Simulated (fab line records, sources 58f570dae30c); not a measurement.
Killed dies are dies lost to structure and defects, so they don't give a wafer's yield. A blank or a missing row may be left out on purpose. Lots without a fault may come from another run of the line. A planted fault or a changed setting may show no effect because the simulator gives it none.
Problem report in the 8D (eight disciplines) form, filled by code | flow berkeley_cmos170 | the parts of the form that need people (team, actions taken, sign-off) are left out

1. THE PROBLEM
V2_TEOS_THK at UCB170_V2_THK_MEAS_01 reads a mean of 2348 nm on 2 wafers of 1 lot; wafers without a fault read 1981 nm with a standard deviation of 33. That is +11 standard deviations from the usual mean.
First seen on wafer L139.1, day 9 01:31, on film_metro-04. The record holds 39 wafers of 13 lots with a number at this step. Rule for "out", or "out of limits": more than 4 standard deviations from the usual mean. The other wafers with a number count as sound.

2. WHAT IT IS AND WHAT IT IS NOT
question                    | is               | is not
which readings at this step | V2_TEOS_THK      | -
which lots                  | L139             | L134, L135, L136, L140, L144, L146, L151, L152, L153, L154, L155, L156
which wafers of those lots  | L139.1, L139.4   | L139.3
read on which gauges        | film_metro-04    | film_metro-01, film_metro-03
when                        | from day 9 01:31 | up to then (13 sound wafers); but 24 sound wafers of L144, L146, L151, L152, L153, L154, L155, L156 came after

3. SUSPECTS, AND WHAT RULES EACH OUT
Counting: a tool at a process step up to the reading stays a suspect if it ran every lot that is out. Sound lots after the first of them don't rule it out here, since some wafers of a struck lot are sound.
- the gauge at UCB170_V2_THK_MEAS_01: ruled out. All the wafers that are out were read on film_metro-04, but those of them that UCB170_V2_CVD_00 has rows for are out there too, on other tools.
- plasma_asher-01 at UCB170_V1_STRIP_15 (strips in O2): kept. It ran the lot that is out, L139 (day 8 22:31); its last sound lot up to then is L140 (day 8 21:59).
- pecvd-01 at UCB170_V2_CVD_00 (deposits SiO2 from TEOS/O2, target thk 2000 nm, time 250 s): kept. It ran the lot that is out, L139 (day 9 01:22); its last sound lot up to then is L135 (day 7 23:49). Its own readings are out on those wafers: run_length_s.
- Within plasma_asher-01 at UCB170_V1_STRIP_15: the wafers that are out ran in chamber 0; their sound lot-mates ran in chamber 1.
- Within pecvd-01 at UCB170_V2_CVD_00: the wafers that are out ran in chamber 0; their sound lot-mates ran in chamber 1.
Left after counting: plasma_asher-01 at UCB170_V1_STRIP_15, pecvd-01 at UCB170_V2_CVD_00.

4. THE CAUSE (what the simulator had put in)
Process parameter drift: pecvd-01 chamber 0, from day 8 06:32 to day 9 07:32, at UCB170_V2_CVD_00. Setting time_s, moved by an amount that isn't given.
Counting left 2 suspects, and this tool is among them.

5. THE CHAIN OF EFFECTS, in route order
Each row: a reading whose mean over the struck wafers that have a number lies more than 3 standard deviations from the usual. Only readings for which the record gives a usual standard deviation are gone through. hours: the time from each lot's start at the first step in this table that gives one to its start at this step, as a median over the lots. sigmas: the change in usual standard deviations.
hours | step                  | reading      | usual   | on struck wafers | change | sigmas
0     | UCB170_V2_CVD_00      | run_length_s | 277.8 s | 316.0            | +38.2  | +63
0     | UCB170_V2_THK_MEAS_01 | V2_TEOS_THK  | 1981 nm | 2348             | +368   | +11
The process steps in it:
- UCB170_V2_CVD_00: deposits SiO2 from TEOS/O2, target thk 2000 nm, time 250 s.

6. WHAT WOULD HAVE CAUGHT IT SOONER
In this record the first reading out of limits at a measuring or inspecting step was taken at day 9 01:31, 19 hours after the fault began at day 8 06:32.
The tool's own readings at UCB170_V2_CVD_00 were out on every struck wafer that the step has a row for (run_length_s): an alarm limit on them would have fired on the first of those.
All the lots that are out (1) had begun UCB170_V2_CVD_00 on pecvd-01 by day 9 01:31. A hold on the tool at that time would have spared none of them.
